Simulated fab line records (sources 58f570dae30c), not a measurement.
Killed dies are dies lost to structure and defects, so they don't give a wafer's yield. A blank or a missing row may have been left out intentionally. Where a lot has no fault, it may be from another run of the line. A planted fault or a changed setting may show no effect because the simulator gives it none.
fab line records ; flow berkeley-cmos170
record: lots: 14; wafers: 41; last-day: 12
route steps=331 shown NLDD@165 M1@250 M2@273
lots untouched by any fault: they come from a run of this same line in which no faults occurred
start-h: hours from the record's first day to the start of the lot's first wafer shown ; wait-h: hours from the lot's prior step to this one ; " unchanged from the row above ; L1.1+2: one row covering several wafers at once ; - no value, or no start was given ; * or withheld: withheld ; < > ~ a bound
route shown NAME@n: NAME is a module with steps in the file, n the number in the route of the first one ; usual: mean/standard deviation of fault-free wafers ; same: alike in all rows ; chamber/n: place in a boat ; sites: each site's reading ; _std_site: the standard deviation of these ; _edge_site: the outer-site mean with the inner-site mean subtracted ; radius-mm: for every site, how far away it sits from the centre of the wafer ; mask NAME#n: copy n ; behind: the last tool/chamber to shape the wafer ; hold: what put the lot on hold/how long, in hours/how the hold closed ; device: whichever transistor did not switch (one of n, p or np) ; end of line: the tests these same wafers got at the end of their route ; a step given without rows: its recipe and nothing more ; killed: at the first sort, the dies lost to defects and structure; wafer yield is something else ; map: a wafer's dies, x killed, . not, _ none there
set.NAME: the setting the step ran with; set.NAME@STEP: the setting that earlier step ran with ; model.NAME: the simulator's own value behind a step, which no gauge read
steps of the route over a sample of lots; a table a step, a row a wafer
services: from which hour (start-h, from the record's first day; less than 0 if before it) a tool's chamber was out of use, for how many hours, and why
== steps ==
step: UCB170_NLDD_OVL_MEAS_07
usual: NLDD_OVL: -2/5.7
lot.wafer;tool;chamber;start-h;wait-h;NLDD_OVL[nm]
L554.1;overlay-01;-;115.32;0.1;-9
L554.2;overlay-01;-;115.32;0.1;-15
L554.5;overlay-01;-;115.32;0.1;-3
L555.2;overlay-02;-;125.55;0.1;6
L555.5;overlay-02;-;125.55;0.1;3
L555.6;overlay-02;-;125.55;0.1;-1
L556.1;overlay-01;-;139.22;0.1;-11
L556.2;overlay-01;-;139.22;0.1;-10
L556.3;overlay-01;-;139.22;0.1;-12
L559.1;overlay-01;-;147.03;0.1;-3
L559.3;overlay-01;-;147.03;0.1;-7
L559.4;overlay-01;-;147.03;0.1;-8
L560.1;overlay-02;-;147.55;0.1;1
L560.4;overlay-02;-;147.55;0.1;3
L560.6;overlay-02;-;147.55;0.1;2
L561.1;overlay-01;-;147.82;0.1;-1
L561.2;overlay-01;-;147.82;0.1;-6
L561.5;overlay-01;-;147.82;0.1;8
L563.1;overlay-02;-;163.32;0.1;-9
L563.3;overlay-02;-;163.32;0.1;-5
L563.4;overlay-02;-;163.32;0.1;-7
L564.4;overlay-02;-;170.76;0.1;0
L564.5;overlay-02;-;170.76;0.1;1
L564.6;overlay-02;-;170.76;0.1;-11
L566.1;overlay-02;-;179.20;0.1;6
L566.3;overlay-02;-;179.20;0.1;5
L566.4;overlay-02;-;179.20;0.1;-3
L571.1;overlay-02;-;213.16;0.1;2
L571.5;overlay-02;-;213.16;0.1;2
L571.6;overlay-02;-;213.16;0.1;3
L570.3;overlay-02;-;213.55;0.1;-5
L570.6;overlay-02;-;213.55;0.1;-4
L573.3;overlay-01;-;217.54;0.1;5
L573.4;overlay-01;-;217.54;0.1;11
L573.5;overlay-01;-;217.54;0.1;12
L576.1;overlay-02;-;235.97;0.1;2
L576.3;overlay-02;-;235.97;0.1;-1
L576.4;overlay-02;-;235.97;0.1;-4
L577.1;overlay-02;-;253.91;0.1;-6
L577.2;overlay-02;-;253.91;0.1;1
L577.4;overlay-02;-;253.91;0.1;-5
step: UCB170_M1_METAL_ETCH_12
recipe: chemistry: Cl2/BCl3; target: Al; stop-on: PSG; pressure-mtorr: 12; target-depth-a: 7800; over-etch-frac: 0.3; time-s: 130; icp-w: 600; bias-w: 120; Cl2_flow_sccm: 90; bcl3-flow-sccm: 45
usual: drypump-motor-current-A: 5.5/0.34; oes-product-au: 0.847/0.011; throttle-valve-pct: 24.42/0.13
lot.wafer;tool;chamber;start-h;wait-h;drypump-motor-current-A;oes-product-au;rf-hours-counter-h;throttle-valve-pct
L554.1;rie-metal-01;1;138.17;-;4.9;0.831;1.9;24.30
L554.2;rie-metal-01;0;138.17;-;5.6;0.841;6.5;24.37
L554.5;rie-metal-01;1;138.17;-;4.9;0.839;-;24.29
L555.2;rie-metal-02;1;142.19;-;5.7;0.852;2.6;24.65
L555.5;rie-metal-02;0;142.19;-;5.7;0.872;-;24.45
L555.6;rie-metal-02;1;142.19;-;5.7;0.862;-;24.65
L556.1;rie-metal-04;0;156.78;-;5.1;0.835;3.2;24.26
L556.2;rie-metal-04;1;156.78;-;6.0;0.840;2.2;24.46
L556.3;rie-metal-04;0;156.78;-;5.1;0.825;-;24.25
L559.1;rie-metal-02;1;164.04;-;5.7;0.862;3.1;24.66
L559.3;rie-metal-02;0;164.04;-;5.6;0.852;-;24.44
L559.4;rie-metal-02;1;164.04;-;5.7;0.848;-;24.65
L560.1;rie-metal-04;1;164.49;-;6.0;0.841;2.5;24.44
L560.4;rie-metal-04;0;164.49;-;5.1;0.828;-;24.27
L560.6;rie-metal-04;0;164.49;-;5.1;0.817;-;24.26
L561.1;rie-metal-02;1;165.61;-;5.7;0.866;3.3;24.66
L561.2;rie-metal-02;0;165.61;-;5.6;0.869;9.5;24.42
L561.5;rie-metal-02;0;165.61;-;5.6;0.863;-;24.42
L563.1;rie-metal-02;0;181.80;-;5.6;0.869;10.3;24.43
L563.3;rie-metal-02;0;181.80;-;5.6;0.858;-;24.43
L563.4;rie-metal-02;1;181.80;-;5.7;0.859;-;24.65
L564.4;rie-metal-04;1;188.00;-;6.0;0.846;-;24.44
L564.5;rie-metal-04;0;188.00;-;5.1;0.831;-;24.26
L564.6;rie-metal-04;1;188.00;-;6.0;0.848;-;24.44
L566.1;rie-metal-02;1;197.85;-;5.7;0.846;4.2;24.66
L566.3;rie-metal-02;0;197.85;-;5.6;0.851;-;24.44
L566.4;rie-metal-02;1;197.85;-;5.7;0.850;-;24.66
L570.3;rie-metal-02;1;232.69;-;5.7;0.849;-;24.65
L570.6;rie-metal-02;1;232.69;-;5.7;0.861;-;24.64
L571.1;rie-metal-01;1;235.58;-;5.0;0.830;3.9;24.30
L571.5;rie-metal-01;1;235.58;-;5.0;0.840;-;24.31
L571.6;rie-metal-01;0;235.58;-;5.7;0.844;-;24.39
L573.3;rie-metal-02;1;236.18;-;5.7;0.848;-;24.65
L573.4;rie-metal-02;0;236.18;-;5.6;0.866;-;24.42
L573.5;rie-metal-02;1;236.18;-;5.7;0.858;-;24.64
L576.1;rie-metal-01;1;256.44;-;5.0;0.841;4.6;24.32
L576.3;rie-metal-01;1;256.44;-;4.9;0.832;-;24.32
L576.4;rie-metal-01;0;256.44;-;5.7;0.836;-;24.36
L577.1;rie-metal-04;0;270.44;-;5.1;0.825;6.8;24.26
L577.2;rie-metal-04;1;270.44;-;6.0;0.845;5.7;24.44
L577.4;rie-metal-04;1;270.44;-;6.0;0.853;-;24.44
step: UCB170_M1_STRIP_13
recipe: chemistry: O2; power-w: 400; pressure-mtorr: 3500; platen-temp-c: withheld; o2-flow-sccm: 400; overash-fraction: 0.5
usual: drypump-motor-current-A: 5.7/0.59; oes-product-au: 0.720/0.005
lot.wafer;tool;chamber;start-h;wait-h;drypump-motor-current-A;oes-product-au;rf-hours-counter-h
L554.1;plasma-asher-02;0;138.30;0.1;6.3;0.723;43
L554.2;plasma-asher-02;1;138.30;0.1;5.8;0.718;43
L554.5;plasma-asher-02;1;138.30;0.1;5.8;0.719;-
L555.2;plasma-asher-04;1;142.32;0.1;5.4;0.721;42
L555.5;plasma-asher-04;1;142.32;0.1;5.4;0.720;-
L555.6;plasma-asher-04;0;142.32;0.1;4.9;0.712;-
L556.1;plasma-asher-02;0;156.91;0.1;6.3;0.721;45
L556.2;plasma-asher-02;1;156.91;0.1;5.8;0.717;45
L556.3;plasma-asher-02;0;156.91;0.1;6.4;0.716;-
L559.1;plasma-asher-01;0;164.17;0.1;5.2;0.716;44
L559.3;plasma-asher-01;1;164.17;0.1;6.6;0.721;-
L559.4;plasma-asher-01;0;164.17;0.1;5.2;0.719;-
L560.1;plasma-asher-04;1;164.62;0.1;5.4;0.725;44
L560.4;plasma-asher-04;0;164.62;0.1;4.9;0.714;-
L560.6;plasma-asher-04;1;164.62;0.1;5.4;0.717;-
L561.1;plasma-asher-02;1;165.74;0.1;5.8;0.729;46
L561.2;plasma-asher-02;0;165.74;0.1;6.4;0.719;46
L561.5;plasma-asher-02;1;165.74;0.1;5.8;0.716;-
L563.1;plasma-asher-01;1;181.93;0.1;6.6;0.729;46
L563.3;plasma-asher-01;1;181.93;0.1;6.6;0.722;-
L563.4;plasma-asher-01;0;181.93;0.1;5.3;0.722;-
L564.4;plasma-asher-01;1;188.12;0.1;6.6;0.712;-
L564.5;plasma-asher-01;0;188.12;0.1;5.2;0.722;-
L564.6;plasma-asher-01;1;188.12;0.1;6.6;0.727;-
L566.1;plasma-asher-04;1;197.98;0.1;5.4;0.714;47
L566.3;plasma-asher-04;1;197.98;0.1;5.4;0.718;-
L566.4;plasma-asher-04;0;197.98;0.1;4.9;0.723;-
L570.3;plasma-asher-01;0;232.81;0.1;5.3;0.589;-
L570.6;plasma-asher-01;0;232.81;0.1;5.3;0.591;-
L571.1;plasma-asher-04;0;235.72;0.1;4.9;0.731;50
L571.5;plasma-asher-04;0;235.72;0.1;4.9;0.718;-
L571.6;plasma-asher-04;1;235.72;0.1;5.4;0.716;-
L573.3;plasma-asher-01;1;236.30;0.1;6.6;0.604;-
L573.4;plasma-asher-01;0;236.30;0.1;5.2;0.575;-
L573.5;plasma-asher-01;1;236.30;0.1;6.6;0.603;-
L576.1;plasma-asher-02;0;256.57;0.1;6.3;0.724;56
L576.3;plasma-asher-02;1;256.57;0.1;5.8;0.716;-
L576.4;plasma-asher-02;0;256.57;0.1;6.3;0.723;-
L577.1;plasma-asher-01;1;270.57;0.1;6.6;0.712;55
L577.2;plasma-asher-01;0;270.57;0.1;5.3;0.717;55
L577.4;plasma-asher-01;0;270.57;0.1;5.3;0.728;-
step: UCB170_M1_CD_MEAS_90
recipe: target-cd-nm: 700
usual: cd-nm: 700.6/2
lot.wafer;tool;chamber;start-h;wait-h;cd-nm
L554.1;cd-sem-02;-;138.40;0.1;700.5
L554.2;cd-sem-02;-;138.40;0.1;702.2
L554.5;cd-sem-02;-;138.40;0.1;702.2
L555.2;cd-sem-01;-;142.44;0.1;700.9
L555.5;cd-sem-01;-;142.44;0.1;700.9
L555.6;cd-sem-01;-;142.44;0.1;698.9
L556.1;cd-sem-01;-;157.01;0.1;700.3
L556.2;cd-sem-01;-;157.01;0.1;704.1
L556.3;cd-sem-01;-;157.01;0.1;701.1
L559.1;cd-sem-02;-;164.27;0.1;700.4
L559.3;cd-sem-02;-;164.27;0.1;699.8
L559.4;cd-sem-02;-;164.27;0.1;702.4
L560.1;cd-sem-02;-;164.72;0.1;701.3
L560.4;cd-sem-02;-;164.72;0.1;702.6
L560.6;cd-sem-02;-;164.72;0.1;703.7
L561.1;cd-sem-02;-;165.84;0.1;702.8
L561.2;cd-sem-02;-;165.84;0.1;702.2
L561.5;cd-sem-02;-;165.84;0.1;700.8
L563.1;cd-sem-01;-;182.03;0.1;702.7
L563.3;cd-sem-01;-;182.03;0.1;705.6
L563.4;cd-sem-01;-;182.03;0.1;704.9
L564.4;cd-sem-01;-;188.25;0.1;702.8
L564.5;cd-sem-01;-;188.25;0.1;703.4
L564.6;cd-sem-01;-;188.25;0.1;700.0
L566.1;cd-sem-01;-;198.14;0.1;703.5
L566.3;cd-sem-01;-;198.14;0.1;700.6
L566.4;cd-sem-01;-;198.14;0.1;701.2
L570.3;cd-sem-02;-;232.92;0.1;686.9
L570.6;cd-sem-02;-;232.92;0.1;687.3
L571.1;cd-sem-02;-;235.82;0.1;702.1
L571.5;cd-sem-02;-;235.82;0.1;702.7
L571.6;cd-sem-02;-;235.82;0.1;701.9
L573.3;cd-sem-02;-;236.41;0.1;690.2
L573.4;cd-sem-02;-;236.41;0.1;689.3
L573.5;cd-sem-02;-;236.41;0.1;691.4
L576.1;cd-sem-02;-;256.67;0.1;699.4
L576.3;cd-sem-02;-;256.67;0.1;697.4
L576.4;cd-sem-02;-;256.67;0.1;699.7
L577.1;cd-sem-01;-;270.67;0.1;697.7
L577.2;cd-sem-01;-;270.67;0.1;699.6
L577.4;cd-sem-01;-;270.67;0.1;698.8
step: UCB170_M2_RS_MEAS_02
recipe: thk-meas-gauge: four-point-probe; reads: Al_of_M2_SPUTTER_01
usual: M2_AL_RS: 0.0323/0.00038
lot.wafer;tool;chamber;start-h;wait-h;M2_AL_RS[ohm/sq]
L554.1;film-metro-02;-;146.21;0.0;0.0321
L554.2;film-metro-02;-;146.21;0.0;0.0321
L554.5;film-metro-02;-;146.21;0.0;0.0321
L555.2;film-metro-02;-;149.45;0.1;0.0323
L555.5;film-metro-02;-;149.45;0.1;0.0324
L555.6;film-metro-02;-;149.45;0.1;0.0322
L556.1;film-metro-02;-;165.15;0.0;0.0323
L556.2;film-metro-02;-;165.15;0.0;0.0327
L556.3;film-metro-02;-;165.15;0.0;0.0325
L559.1;film-metro-02;-;173.15;0.0;0.0321
L559.3;film-metro-02;-;173.15;0.0;0.0323
L559.4;film-metro-02;-;173.15;0.0;0.0323
L561.1;film-metro-02;-;173.66;0.0;0.0319
L561.2;film-metro-02;-;173.66;0.0;0.0321
L561.5;film-metro-02;-;173.66;0.0;0.0320
L560.1;film-metro-01;-;173.78;0.0;0.0322
L560.4;film-metro-01;-;173.78;0.0;0.0324
L560.6;film-metro-01;-;173.78;0.0;0.0322
L563.1;film-metro-02;-;190.63;0.0;0.0326
L563.3;film-metro-02;-;190.63;0.0;0.0326
L563.4;film-metro-02;-;190.63;0.0;0.0326
L564.4;film-metro-03;-;196.72;0.1;0.0325
L564.5;film-metro-03;-;196.72;0.1;0.0325
L564.6;film-metro-03;-;196.72;0.1;0.0325
L566.1;film-metro-01;-;209.50;0.0;0.0322
L566.3;film-metro-01;-;209.50;0.0;0.0320
L566.4;film-metro-01;-;209.50;0.0;0.0322
L570.3;film-metro-03;-;238.70;0.1;0.0324
L570.6;film-metro-03;-;238.70;0.1;0.0325
L571.1;film-metro-03;-;242.65;0.0;0.0323
L571.5;film-metro-03;-;242.65;0.0;0.0325
L571.6;film-metro-03;-;242.65;0.0;0.0323
L573.3;film-metro-02;-;242.93;0.1;0.0321
L573.4;film-metro-02;-;242.93;0.1;0.0316
L573.5;film-metro-02;-;242.93;0.1;0.0320
L576.1;film-metro-01;-;263.45;0.0;0.0321
L576.3;film-metro-01;-;263.45;0.0;0.0320
L576.4;film-metro-01;-;263.45;0.0;0.0326
L577.1;film-metro-01;-;277.69;0.0;0.0327
L577.2;film-metro-01;-;277.69;0.0;0.0330
L577.4;film-metro-01;-;277.69;0.0;0.0329
step: UCB170_M2_ETCH_17
recipe: chemistry: N2/H2; target-depth-a: withheld; overetch-a: withheld; target: BARC; time-s: withheld; source-w: 500; bias-w: 100; pressure-mtorr: 30; n2-flow-sccm: 100; h2-flow-sccm: 200
usual: drypump-motor-current-A: 6.0/0.42; n2-flow-sccm: 100.0/0.31; oes-product-au: 0.992/0.015; throttle-valve-pct: 13.26/0.19
lot.wafer;tool;chamber;start-h;wait-h;drypump-motor-current-A;n2-flow-sccm;oes-product-au;throttle-valve-pct
L554.1;rie-diel-01;1;148.36;0.0;5.8;99.9;1.016;13.25
L554.2;rie-diel-01;0;148.36;0.0;5.7;100.1;0.961;13.57
L554.5;rie-diel-01;0;148.36;0.0;5.7;100.0;0.976;13.57
L555.2;rie-diel-01;2;151.47;0.0;6.5;100.3;0.994;13.14
L555.5;rie-diel-01;1;151.47;0.0;5.9;100.0;1.003;13.25
L555.6;rie-diel-01;0;151.47;0.0;5.7;100.1;0.967;13.56
L556.1;rie-diel-02;0;167.31;0.0;6.5;100.0;1.005;13.25
L556.2;rie-diel-02;1;167.31;0.0;6.5;99.6;0.989;13.10
L556.3;rie-diel-02;3;167.31;0.0;6.0;100.0;0.964;13.01
L559.1;rie-diel-04;1;175.29;0.0;5.5;99.8;0.992;13.45
L559.3;rie-diel-04;3;175.29;0.0;5.5;99.9;0.990;13.11
L559.4;rie-diel-04;0;175.29;0.0;6.7;100.1;1.004;13.53
L561.1;rie-diel-04;2;175.84;0.0;6.0;99.8;0.986;13.04
L561.2;rie-diel-04;1;175.84;0.0;5.5;100.2;1.000;13.45
L561.5;rie-diel-04;1;175.84;0.0;5.5;100.1;0.997;13.44
L560.1;rie-diel-02;3;176.15;0.0;6.0;100.1;0.960;13.04
L560.4;rie-diel-02;1;176.15;0.0;6.5;99.9;0.996;13.12
L560.6;rie-diel-02;3;176.15;0.0;6.0;99.8;0.967;13.02
L563.1;rie-diel-04;2;194.71;0.0;6.0;100.0;1.001;13.05
L563.3;rie-diel-04;3;194.71;0.0;5.5;99.9;1.007;13.11
L563.4;rie-diel-04;1;194.71;0.0;5.4;100.3;0.997;13.45
L564.4;rie-diel-02;3;198.85;0.0;6.0;99.9;0.965;13.02
L564.5;rie-diel-02;2;198.85;0.0;5.5;99.7;0.992;13.46
L564.6;rie-diel-02;3;198.85;0.0;6.0;99.9;0.980;13.03
L566.1;rie-diel-02;1;212.81;0.0;6.5;100.1;0.988;13.11
L566.3;rie-diel-02;3;212.81;0.0;6.0;100.0;0.966;13.04
L566.4;rie-diel-02;2;212.81;0.0;5.5;99.5;0.986;13.47
L570.3;rie-diel-04;3;240.70;0.0;5.5;100.3;0.996;13.13
L570.6;rie-diel-04;2;240.70;0.0;6.1;99.3;0.991;13.05
L571.1;rie-diel-02;3;244.96;0.0;6.0;100.6;0.965;13.03
L571.5;rie-diel-02;2;244.96;0.0;5.5;100.3;0.989;13.46
L571.6;rie-diel-02;1;244.96;0.0;6.5;99.6;0.988;13.11
L573.3;rie-diel-01;1;245.23;0.0;5.9;101.0;1.017;13.27
L573.4;rie-diel-01;3;245.23;0.0;6.5;100.0;1.010;13.35
L573.5;rie-diel-01;0;245.23;0.0;5.7;100.4;0.975;13.57
L576.1;rie-diel-02;2;265.48;0.0;5.6;99.5;0.981;13.46
L576.3;rie-diel-02;0;265.48;0.0;6.4;99.7;1.005;13.25
L576.4;rie-diel-02;3;265.48;0.0;6.0;100.4;0.967;13.03
L577.1;rie-diel-04;2;280.60;0.0;6.0;100.1;1.001;13.07
L577.2;rie-diel-04;3;280.60;0.0;5.5;99.6;1.008;13.12
L577.4;rie-diel-04;0;280.60;0.0;6.7;99.6;0.995;13.51
== services ==
tool;chamber;start-h;hours;kind
rie-diel-04;2;128.92;-;clean
rie-diel-04;2;128.92;18.5;scheduled-down
rie-diel-04;2;128.92;18.5;vent-cycle
plasma-asher-01;-;129.76;0.6;repair
rie-diel-04;0;157.59;13.3;repair
rie-diel-04;-;158.36;14.6;pm
plasma-asher-04;-;187.11;9.0;repair
rie-diel-04;2;191.00;2.1;repair
plasma-asher-01;-;191.03;0.8;repair
plasma-asher-01;-;201.94;7.3;repair
rie-diel-04;-;221.42;15.6;pm
plasma-asher-01;-;258.89;2.1;repair
plasma-asher-02;-;261.78;2.5;repair
rie-metal-02;-;264.07;2.8;pm
== key ==
first-sign: step: UCB170_M1_STRIP_13; reading: oes-product-au; direction: down; sigmas: 25; usual: 0.720; struck: 0.593
effect: step: UCB170_M1_CD_MEAS_90; reading: cd-nm; direction: down; sigmas: 5.7; usual: 700.6; struck: 689.0
met-at UCB170_M1_METAL_ETCH_12
struck-lots L570,L573
not-acting-at UCB170_NLDD_OVL_MEAS_07,UCB170_M2_RS_MEAS_02,UCB170_M2_ETCH_17
onset-between 197.85 232.69
fault: kind: process-parameter-drift; tool: rie-metal-02; chamber: -; onset-h: 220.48; steps: UCB170_M1_METAL_ETCH_12; channel: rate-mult; offset: 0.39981; shape: step; end-h: 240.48
